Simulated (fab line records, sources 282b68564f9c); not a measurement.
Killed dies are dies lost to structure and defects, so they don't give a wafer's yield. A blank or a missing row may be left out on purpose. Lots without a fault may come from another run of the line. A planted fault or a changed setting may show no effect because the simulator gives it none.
fab line records | flow rit_cmos
record lots=6 wafers=18 last_day=7
route steps=202 shown SDANNEAL@156 PSD@157 NSD@158 PLDD@159 NLDD@160 SILICIDE@161 CONTACT@168
lots that met no fault: from a run of the same line without faults
start_h: hours from the record's first day to the start of the lot's first wafer shown | wait_h: hours since the lot's step before | " the same as in the row above | L1.1+2: a row that stands for several wafers | - no value, or no start given | * or withheld: withheld | < > ~ a bound
route shown NAME@n: a module of which the file shows steps, and the number in the route of the first | usual: mean/standard deviation of fault-free wafers | same: alike in all rows | chamber/n: place in a boat | sites: the reading at each site | _std_site: their standard deviation | _edge_site: outer sites' mean less inner sites' | radius_mm: how far each site lies from the wafer's centre | mask NAME#n: copy n | behind: the tool/chamber that last shaped the wafer | hold: why the lot was held/for how many hours/how that ended | device: the transistor (n, p or np) that didn't switch | end of line: the same wafers' tests at the end of the route | a step without rows: its recipe alone | killed: dies lost to structure and defects at the first sort, not the wafer's yield | map: a wafer's dies, x killed, . not, _ none there
set.NAME: the setting as run; set.NAME@STEP: as run at that earlier step | model.NAME: the simulator's own value behind a step, which no gauge read
lots at some steps of the route; a table a step, a row a wafer
services: from which hour (start_h, from the record's first day; less than 0 if before it) a tool's chamber was out of use, for how many hours, and why
## steps
# step RIT_SDANNEAL_RTA_03
# recipe temp_c=1050 time_s=5 idle_temp_c=600 ramp_up_c_per_s=342 ramp_down_c_per_s=171 cool_to_c=600 ambient=N2
# usual wafer_temp_C_max=1053.5/1.1
# columns lot.wafer tool chamber start_h wait_h wafer_temp_C_max
L424.1 rtp_anneal-01 0 55.17 0.0 1053.5
L424.2 " 0 " " 1053.9
L424.4 " 0 " " 1052.5
L425.2 rtp_anneal-02 0 59.00 0.0 1054.0
L425.3 " 0 " " 1054.3
L425.5 " 0 " " 1052.7
L434.2 rtp_anneal-01 0 104.18 0.0 1052.7
L434.3 " 0 " " 1052.7
L434.4 " 0 " " 1052.6
L437.2 rtp_anneal-02 0 119.33 0.0 1052.0
L437.3 " 0 " " 1055.5
L437.5 " 0 " " 1053.8
L439.2 rtp_anneal-02 0 129.95 0.0 1052.4
L439.3 " 0 " " 1051.8
L439.5 " 0 " " 1053.5
L444.2 rtp_anneal-01 0 154.97 0.0 1053.6
L444.4 " 0 " " 1052.5
L444.5 " 0 " " 1052.1
# step RIT_SDANNEAL_RS_MEAS_04
# recipe thk_meas_gauge=four-point-probe
# usual PSD_RS=116.0/0.33
# columns lot.wafer tool chamber start_h wait_h PSD_RS[ohm/sq]
L424.1 film_metro-04 - 55.23 0.0 115.9
L424.2 " - " " 115.6
L424.4 " - " " 116.0
L425.2 film_metro-04 - 59.07 0.1 116.7
L425.3 " - " " 116.3
L425.5 " - " " 116.2
L434.2 film_metro-04 - 104.25 0.1 115.9
L434.3 " - " " 115.9
L434.4 " - " " 115.9
L437.2 film_metro-02 - 119.40 0.1 116.4
L437.3 " - " " 116.5
L437.5 " - " " 116.2
L439.2 film_metro-03 - 130.02 0.1 115.9
L439.3 " - " " 116.0
L439.5 " - " " 115.6
L444.2 film_metro-03 - 155.04 0.1 116.1
L444.4 " - " " 116.1
L444.5 " - " " 115.9
# step RIT_SDANNEAL_RS_MEAS_05
# recipe thk_meas_gauge=four-point-probe
# usual NSD_RS=83.29/0.26
# columns lot.wafer tool chamber start_h wait_h NSD_RS[ohm/sq]
L424.1 film_metro-04 - 55.35 0.1 83.25
L424.2 " - " " 83.34
L424.4 " - " " 83.35
L425.2 film_metro-04 - 59.19 0.1 83.33
L425.3 " - " " 83.23
L425.5 " - " " 83.31
L434.2 film_metro-04 - 104.37 0.1 83.08
L434.3 " - " " 83.16
L434.4 " - " " 83.26
L437.2 film_metro-02 - 119.52 0.1 83.25
L437.3 " - " " 83.08
L437.5 " - " " 83.18
L439.2 film_metro-03 - 130.14 0.1 83.16
L439.3 " - " " 83.30
L439.5 " - " " 83.45
L444.2 film_metro-03 - 155.16 0.1 83.02
L444.4 " - " " 82.74
L444.5 " - " " 82.94
# step RIT_SDANNEAL_RS_MEAS_06
# recipe thk_meas_gauge=four-point-probe
# usual PLDD_RS=179.6/0.46
# columns lot.wafer tool chamber start_h wait_h PLDD_RS[ohm/sq]
L424.1 film_metro-04 - 55.47 0.1 179.2
L424.2 " - " " 179.1
L424.4 " - " " 179.2
L425.2 film_metro-04 - 59.31 0.1 179.9
L425.3 " - " " 179.8
L425.5 " - " " 179.4
L434.2 film_metro-04 - 104.49 0.1 179.9
L434.3 " - " " 179.3
L434.4 " - " " 179.5
L437.2 film_metro-02 - 119.64 0.1 179.9
L437.3 " - " " 179.4
L437.5 " - " " 180.0
L439.2 film_metro-03 - 130.26 0.1 179.2
L439.3 " - " " 179.6
L439.5 " - " " 179.1
L444.2 film_metro-03 - 155.28 0.1 179.5
L444.4 " - " " 179.2
L444.5 " - " " 179.4
# step RIT_SDANNEAL_RS_MEAS_07
# recipe thk_meas_gauge=four-point-probe
# usual NLDD_RS=154.6/0.69
# columns lot.wafer tool chamber start_h wait_h NLDD_RS[ohm/sq]
L424.1 film_metro-04 - 55.59 0.1 155.1
L424.2 " - " " 155.2
L424.4 " - " " 155.5
L425.2 film_metro-04 - 59.43 0.1 154.4
L425.3 " - " " 154.4
L425.5 " - " " 153.8
L434.2 film_metro-04 - 104.61 0.1 155.9
L434.3 " - " " 155.6
L434.4 " - " " 155.9
L437.2 film_metro-02 - 119.76 0.1 155.0
L437.3 " - " " 155.1
L437.5 " - " " 154.9
L439.2 film_metro-03 - 130.38 0.1 153.5
L439.3 " - " " 154.0
L439.5 " - " " 153.0
L444.2 film_metro-03 - 155.40 0.1 154.4
L444.4 " - " " 154.6
L444.5 " - " " 154.3
# step RIT_SILICIDE_WET_ETCH_00
# recipe chemistry=BOE target=SiO2 target_depth_nm=14 time_s=15 dry=n2_spin dilution=10:1 temp_c=21.5
# step RIT_SILICIDE_SPUTTER_01
# recipe material=Ti target_thk_nm=30 power_w=350 chamber_pressure_pa=0.667 gas=Ar time_s=240 substrate_temp_c=25
# usual cathode_dc_power_W=349.99/0.069 throttle_valve_pct=30.0/0.58
# columns lot.wafer tool chamber start_h wait_h cathode_dc_power_W throttle_valve_pct
L424.1 pvd_sputter-01 - 55.72 0.0 350.07 29.2
L424.2 " - " " 349.93 30.6
L424.4 " - " " 349.96 28.8
L425.2 pvd_sputter-03 - 59.54 0.0 349.90 30.3
L425.3 " - " " 349.94 30.4
L425.5 " - " " 350.06 30.1
L434.2 pvd_sputter-01 - 104.72 0.0 350.00 30.7
L434.3 " - " " 349.91 29.2
L434.4 " - " " 349.94 29.2
L437.2 pvd_sputter-03 - 119.88 0.0 349.99 30.2
L437.3 " - " " 350.06 30.6
L437.5 " - " " 349.98 30.3
L439.2 pvd_sputter-01 - 130.49 0.0 349.82 30.4
L439.3 " - " " 349.98 29.0
L439.5 " - " " 349.93 30.4
L444.2 pvd_sputter-04 - 155.52 0.0 349.97 28.2
L444.4 " - " " 349.96 30.4
L444.5 " - " " 350.00 30.0
# step RIT_SILICIDE_RS_MEAS_02
# recipe thk_meas_gauge=four-point-probe reads=Ti_of_SILICIDE_SPUTTER_01
# usual SILICIDE_TI_RS=47.9/0.77
# columns lot.wafer tool chamber start_h wait_h SILICIDE_TI_RS[ohm/sq]
L424.1 film_metro-03 - 55.87 0.1 47.0
L424.2 " - " " 47.7
L424.4 " - " " 47.3
L425.2 film_metro-02 - 59.71 0.1 48.7
L425.3 " - " " 48.2
L425.5 " - " " 48.3
L434.2 film_metro-03 - 104.89 0.1 47.4
L434.3 " - " " 47.2
L434.4 " - " " 46.9
L437.2 film_metro-01 - 120.05 0.1 49.0
L437.3 " - " " 48.4
L437.5 " - " " 48.2
L439.2 film_metro-02 - 130.66 0.1 49.0
L439.3 " - " " 48.4
L439.5 " - " " 48.9
L444.2 film_metro-01 - 155.69 0.1 47.1
L444.4 " - " " 47.9
L444.5 " - " " 48.0
# step RIT_SILICIDE_THK_MEAS_03
# recipe thk_meas_gauge=xrf reads=Ti_of_SILICIDE_SPUTTER_01
# usual SILICIDE_TI_THK=30.2/0.44
# columns lot.wafer tool chamber start_h wait_h SILICIDE_TI_THK[nm]
L424.1 film_metro-03 - 55.99 0.1 30.9
L424.2 " - " " 30.5
L424.4 " - " " 30.6
L425.2 film_metro-02 - 59.82 0.1 29.7
L425.3 " - " " 29.9
L425.5 " - " " 29.8
L434.2 film_metro-03 - 105.00 0.1 30.5
L434.3 " - " " 30.7
L434.4 " - " " 30.8
L437.2 film_metro-01 - 120.16 0.1 29.8
L437.3 " - " " 30.1
L437.5 " - " " 30.3
L439.2 film_metro-02 - 130.77 0.1 29.5
L439.3 " - " " 29.8
L439.5 " - " " 29.5
L444.2 film_metro-01 - 155.80 0.1 30.7
L444.4 " - " " 30.1
L444.5 " - " " 30.2
# step RIT_SILICIDE_RTA_04
# recipe temp_c=650 time_s=10 idle_temp_c=25 ramp_up_s=5 ramp_down_s=5 cool_to_c=25 ambient=N2
# usual wafer_temp_C_max=652.7/1.1
# columns lot.wafer tool chamber start_h wait_h wafer_temp_C_max
L424.1 rtp_anneal-02 0 56.05 0.1 654.0
L424.2 " 0 " " 653.3
L424.4 " 0 " " 654.3
L425.2 rtp_anneal-01 0 59.88 0.1 651.5
L425.3 " 0 " " 651.1
L425.5 " 0 " " 651.8
L434.2 rtp_anneal-02 0 105.06 0.1 654.2
L434.3 " 0 " " 652.5
L434.4 " 0 " " 653.7
L437.2 rtp_anneal-01 0 120.22 0.1 651.5
L437.3 " 0 " " 652.1
L437.5 " 0 " " 651.5
L439.2 rtp_anneal-01 0 130.83 0.1 651.7
L439.3 " 0 " " 652.0
L439.5 " 0 " " 652.4
L444.2 rtp_anneal-02 0 155.86 0.1 653.4
L444.4 " 0 " " 653.4
L444.5 " 0 " " 654.4
# step RIT_SILICIDE_WET_ETCH_05
# recipe chemistry=SPM target=Ti temp_c=90 time_s=120 dry=n2_spin
# step RIT_SILICIDE_RTA_06
# recipe temp_c=750 time_s=10 idle_temp_c=25 ramp_up_s=5 ramp_down_s=10 cool_to_c=25 ambient=N2
# usual wafer_temp_C_max=753.1/1.2
# columns lot.wafer tool chamber start_h wait_h wafer_temp_C_max
L424.1 rtp_anneal-01 0 56.16 0.0 751.6
L424.2 " 0 " " 752.0
L424.4 " 0 " " 753.2
L425.2 rtp_anneal-02 0 59.99 0.0 754.7
L425.3 " 0 " " 755.3
L425.5 " 0 " " 754.6
L434.2 rtp_anneal-01 0 105.17 0.0 752.3
L434.3 " 0 " " 752.1
L434.4 " 0 " " 751.4
L437.2 rtp_anneal-02 0 120.33 0.0 753.3
L437.3 " 0 " " 754.8
L437.5 " 0 " " 753.6
L439.2 rtp_anneal-02 0 130.94 0.0 753.3
L439.3 " 0 " " 753.9
L439.5 " 0 " " 753.7
L444.2 rtp_anneal-01 0 155.97 0.0 752.7
L444.4 " 0 " " 751.0
L444.5 " 0 " " 752.1
# step RIT_CONTACT_CVD_00
# recipe material=SiO2 target_thk_nm=400 precursor=TEOS temp_c=390 time_s=61.82 rf_w=400
# usual heater_power_w=323/60
# columns lot.wafer tool chamber start_h wait_h heater_power_w model.SiO2_of_CONTACT_CVD_00.thk_nm
L424.1 pecvd-04 1 56.23 0.1 301 409.5
L424.2 " 2 " " 307 410.1
L424.4 " 2 " " 331 410.3
L425.2 pecvd-03 2 60.05 0.0 254 406.6
L425.3 " 1 " " 391 402.9
L425.5 " 0 " " 337 422.6
L434.2 pecvd-03 0 105.22 0.0 312 517.5
L434.3 " 2 " " 277 397
L434.4 " 1 " " 298 411.8
L437.2 pecvd-03 2 120.38 0.0 259 404.8
L437.3 " 0 " " 297 516.4
L437.5 " 1 " " 325 412.7
L439.2 pecvd-02 1 131.00 0.0 468 413.6
L439.3 " 0 " " 284 407.7
L439.5 " 0 " " 291 414.1
L444.2 pecvd-04 1 156.02 0.0 301 399.5
L444.4 " 1 " " 313 402.2
L444.5 " 0 " " 279 405
# step RIT_CONTACT_THK_MEAS_01
# recipe reads=SiO2_of_CONTACT_CVD_00
# usual CONTACT_TEOS_THK=406/5.7
# columns lot.wafer tool chamber start_h wait_h hold CONTACT_TEOS_THK[nm]
L424.1 film_metro-04 - 56.28 0.0 - 410
L424.2 " - " " - 410
L424.4 " - " " - 410
L425.2 film_metro-03 - 60.11 0.0 - 407
L425.3 " - " " - 403
L425.5 " - " " - 422
L434.2 film_metro-03 - 105.28 0.0 await_dispo/0.2h/release 518
L434.3 " - " " await_dispo/0.2h/release 397
L434.4 " - " " await_dispo/0.2h/release 412
L434.2 film_metro-03 - 105.51 0.2 - 517
L434.3 " - " " - 397
L434.4 " - " " - 412
L437.2 film_metro-03 - 120.44 0.0 await_dispo/0.2h/release 405
L437.3 " - " " await_dispo/0.2h/release 516
L437.5 " - " " await_dispo/0.2h/release 413
L437.2 film_metro-03 - 120.67 0.2 - 405
L437.3 " - " " - 517
L437.5 " - " " - 413
L439.2 film_metro-04 - 131.06 0.0 - 413
L439.3 " - " " - 408
L439.5 " - " " - 414
L444.2 film_metro-03 - 156.08 0.0 - 399
L444.4 " - " " - 402
L444.5 " - " " - 405
# step RIT_CONTACT_COAT_03
# recipe resist=NOVOLAK spin_rpm=3250 resist_thk_nm=1000
# step RIT_CONTACT_SOFTBAKE_04
# recipe resist=NOVOLAK temp_c=90 time_s=60
# step RIT_CONTACT_EXPOSE_05
# recipe mask_id=M11 na=0.6 source_shape=conventional sigma_outer=0.5 target_cd_nm=1000 dose_mj=250
# step RIT_CONTACT_PEB_06
# recipe resist=NOVOLAK temp_c=withheld time_s=withheld
# step RIT_CONTACT_DEVELOP_07
# recipe resist=NOVOLAK develop_time_s=120 dev_temp_c=23
# step RIT_CONTACT_CD_MEAS_08
# recipe target_cd_nm=1000
# usual cd_nm=999.3/2.1
# columns lot.wafer tool chamber start_h wait_h cd_nm
L424.1 cd_sem-02 - 57.31 - 998.1
L424.2 " - " " 1000.4
L424.4 " - " " 1001.6
L425.2 cd_sem-01 - 61.39 - 1000.4
L425.3 " - " " 1002.2
L425.5 " - " " 999.7
L434.2 cd_sem-01 - 108.11 - 1000.1
L434.3 " - " " 999.4
L434.4 " - " " 997.7
L437.2 cd_sem-01 - 129.55 - 999.8
L437.3 " - " " 1001.2
L437.5 " - " " 1001.3
L439.2 cd_sem-02 - 132.22 - 1001.6
L439.3 " - " " 1001.8
L439.5 " - " " 1000.6
L444.2 cd_sem-01 - 157.12 - 1001.2
L444.4 " - " " 999.8
L444.5 " - " " 998.9
# step RIT_CONTACT_OVL_MEAS_09
# usual CONTACT_OVL=-0.8/1.2
# columns lot.wafer tool chamber start_h wait_h CONTACT_OVL[nm]
L424.1 overlay-02 - 57.43 0.1 -0.2
L424.2 " - " " -1.4
L424.4 " - " " -0.3
L425.2 overlay-01 - 61.49 0.1 -2.9
L425.3 " - " " -2.2
L425.5 " - " " -1.1
L434.2 overlay-01 - 108.21 0.1 -1.0
L434.3 " - " " -2.1
L434.4 " - " " -3.0
L437.2 overlay-02 - 129.65 0.1 -2.5
L437.3 " - " " -1.3
L437.5 " - " " -1.3
L439.2 overlay-02 - 132.32 0.1 -1.9
L439.3 " - " " 0.4
L439.5 " - " " 0.8
L444.2 overlay-01 - 157.22 0.1 -1.7
L444.4 " - " " -0.3
L444.5 " - " " -0.7
# step RIT_CONTACT_HARDBAKE_10
# recipe resist=NOVOLAK temp_c=140 time_s=60
# step RIT_CONTACT_ETCH_11
# recipe target_depth_a=4800 over_etch_frac=0.2 stop_on=TiSi2 chemistry=CHF3/CF4/Ar target=SiO2 CHF3_flow_sccm=50 cf4_flow_sccm=10 Ar_flow_sccm=100 O2_flow_sccm=5 pressure_mtorr=100 rf_w=200 time_s=320
# usual cf4_flow_sccm=10.00/0.03 drypump_motor_current_A=5.7/0.51 oes_product_au=0.989/0.018 throttle_valve_pct=8.84/0.11
# columns lot.wafer tool chamber start_h wait_h cf4_flow_sccm drypump_motor_current_A oes_product_au rf_hours_counter_h throttle_valve_pct model.CONTACT.feature_depth_nm model.etch.depth_nm
L424.1 rie_diel-03 1 57.61 0.1 10.03 5.8 0.984 3 8.86 409.5 409.5
L424.2 " 2 " " 10.03 5.8 1.010 6 9.08 410.1 410.1
L424.4 " 3 " " 10.02 6.2 0.967 139 8.90 410.3 410.3
L425.2 rie_diel-02 1 61.67 0.1 9.94 6.1 0.969 68 8.76 406.6 406.6
L425.3 " 2 " " 10.01 5.2 0.969 5 8.68 402.9 402.9
L425.5 " 0 " " 10.02 5.9 0.999 - 8.82 422.6 422.6
L434.2 rie_diel-01 0 108.39 0.1 9.93 5.8 1.031 130 8.82 490.3 490.3
L434.3 " 3 " " 9.97 4.8 0.951 36 8.88 397 397
L434.4 " 3 " " 9.97 4.7 0.964 - 8.88 411.8 411.8
L437.2 rie_diel-03 3 129.83 0.1 10.01 6.2 0.964 141 8.90 404.8 404.8
L437.3 " 2 " " 10.03 5.7 1.016 7 9.08 471.8 471.8
L437.5 " 1 " " 10.05 5.7 0.992 - 8.86 412.7 412.7
L439.2 rie_diel-01 1 132.50 0.1 10.01 6.2 0.980 1 8.89 413.6 413.6
L439.3 " 0 " " 10.00 5.8 1.013 131 8.82 407.7 407.7
L439.5 " 1 " " 10.00 6.1 0.991 - 8.88 414.1 414.1
L444.2 rie_diel-02 1 157.40 0.1 10.05 6.0 0.973 70 8.77 399.5 399.5
L444.4 " 3 " " 10.00 5.2 0.973 4 8.75 402.2 402.2
L444.5 " 3 " " 9.99 5.2 0.982 - 8.77 405 405
# step RIT_CONTACT_STRIP_12
# recipe chemistry=O2 time_s=185.1 resist=NOVOLAK platen_temp_c=withheld power_w=500 pressure_mtorr=4000 o2_flow_sccm=4000
# usual drypump_motor_current_A=5.7/0.49
# columns lot.wafer tool chamber start_h wait_h drypump_motor_current_A rf_hours_counter_h
L424.1 plasma_asher-02 0 57.81 0.1 5.1 27
L424.2 " 1 " " 4.9 27
L424.4 " 0 " " 5.1 -
L425.2 plasma_asher-04 1 61.87 0.1 6.4 39
L425.3 " 0 " " 5.8 -
L425.5 " 1 " " 6.4 -
L434.2 plasma_asher-03 1 108.59 0.1 6.0 48
L434.3 " 1 " " 6.0 -
L434.4 " 0 " " 5.8 -
L437.2 plasma_asher-03 1 130.03 0.1 6.1 50
L437.3 " 0 " " 5.8 -
L437.5 " 0 " " 5.8 -
L439.2 plasma_asher-03 0 132.70 0.1 5.8 51
L439.3 " 0 " " 5.8 -
L439.5 " 1 " " 6.1 -
L444.2 plasma_asher-03 0 157.60 0.1 5.8 53
L444.4 " 1 " " 6.1 -
L444.5 " 1 " " 6.0 -
# step RIT_CONTACT_CD_MEAS_90
# recipe target_cd_nm=1000
# usual cd_nm=999.2/2.2
# columns lot.wafer tool chamber start_h wait_h cd_nm
L424.1 cd_sem-01 - 57.98 0.1 998.0
L424.2 " - " " 1000.3
L424.4 " - " " 1001.3
L425.2 cd_sem-01 - 62.06 0.1 1000.0
L425.3 " - " " 1002.6
L425.5 " - " " 998.9
L434.2 cd_sem-01 - 108.78 0.1 1001.0
L434.3 " - " " 999.7
L434.4 " - " " 997.7
L437.2 cd_sem-01 - 130.22 0.1 1000.6
L437.3 " - " " 1000.9
L437.5 " - " " 1001.7
L439.2 cd_sem-01 - 132.89 0.1 1002.4
L439.3 " - " " 1002.7
L439.5 " - " " 1001.2
L444.2 cd_sem-02 - 157.79 0.1 1000.6
L444.4 " - " " 999.2
L444.5 " - " " 998.6
# step RIT_CONTACT_CLEAN_13
# recipe chemistry=SC1 mix=3:3:50 time_s=600 temp_c=75
# columns lot.wafer tool chamber start_h wait_h model.SiO2_of_CONTACT_CVD_00.thk_nm
L424.1 wet_bench-01 3 58.10 0.1 405.4
L424.2 " 3 " " 406.1
L424.4 " 3 " " 406.2
L425.2 wet_bench-01 2 62.16 0.1 402.4
L425.3 " 2 " " 398.7
L425.5 " 2 " " 418.4
L434.2 wet_bench-04 0 108.89 0.1 513.4
L434.3 " 0 " " 392.9
L434.4 " 0 " " 407.7
L437.2 wet_bench-01 2 130.32 0.1 400.7
L437.3 " 2 " " 512.3
L437.5 " 2 " " 408.6
L439.2 wet_bench-01 3 132.99 0.1 409.5
L439.3 " 3 " " 403.6
L439.5 " 3 " " 410
L444.2 wet_bench-01 0 157.89 0.1 395.4
L444.4 " 0 " " 398.2
L444.5 " 0 " " 400.9
# step RIT_CONTACT_CLEAN_14
# recipe chemistry=SC2 mix=3:3:50 time_s=600 temp_c=75 dry=n2_spin
## services
# columns tool chamber start_h hours kind
rie_diel-02 - 37.46 14.6 pm
rie_diel-01 - 42.55 0.4 repair
rie_diel-02 2 52.72 4.6 repair
pvd_sputter-04 - 53.40 2.1 repair
rie_diel-01 1 55.66 - clean
rie_diel-01 1 55.66 24.1 scheduled_down
rie_diel-01 1 55.66 24.1 vent_cycle
rie_diel-01 3 63.31 4.3 repair
rie_diel-02 2 75.81 2.2 repair
rie_diel-01 - 89.55 1.4 repair
pecvd-02 - 95.60 1.4 repair
rie_diel-01 1 97.98 8.9 repair
plasma_asher-02 - 106.27 1.4 repair
rie_diel-02 - 108.23 2.8 pm
pecvd-02 - 110.44 5.5 pm
rie_diel-02 - 121.50 1.7 repair
pvd_sputter-03 - 126.64 7.1 repair
rie_diel-03 0 139.60 17.5 repair
pecvd-02 - 145.86 6.0 pm
pvd_sputter-01 - 149.52 9.6 repair
## key
first_sign step=RIT_CONTACT_THK_MEAS_01 reading=visit direction=added
effect step=RIT_CONTACT_THK_MEAS_01 reading=CONTACT_TEOS_THK direction=up sigmas=19 usual=406 struck=517
model_effect step=RIT_CONTACT_CVD_00 value=SiO2_of_CONTACT_CVD_00.thk_nm without=416.4 struck=517
model_effect step=RIT_CONTACT_ETCH_11 value=CONTACT.feature_depth_nm without=416.4 struck=481.1
model_effect step=RIT_CONTACT_CLEAN_13 value=SiO2_of_CONTACT_CVD_00.thk_nm without=412.3 struck=512.9
met_at RIT_CONTACT_CVD_00
struck_wafers L434.2,L437.3
later_rows_left_out L434.2,L437.3
sort_left_out L434.2,L437.3
tester_left_out L434,L437
onset_between 60.05 105.22
fault kind=process_parameter_drift tool=pecvd-03 chamber=0 onset_h=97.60 steps=RIT_CONTACT_CVD_00 channel=target_thk_nm offset=100 shape=step end_h=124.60 stated=400
# tester_left_out: of these lots the tester's yield and bins aren't shown, on N5 and GAA mostly nor the transistor test; their killed dies are dies lost to structure and defects alone, not to doping, threshold or leakage, so they don't give the yield
# sort_left_out: the simulated sort isn't trusted on such a fault, so these wafers' sort isn't shown, and their yield isn't known
# later_rows_left_out: the simulator's readings of these wafers behind a module that went badly wrong aren't trusted and aren't shown, but for the sort
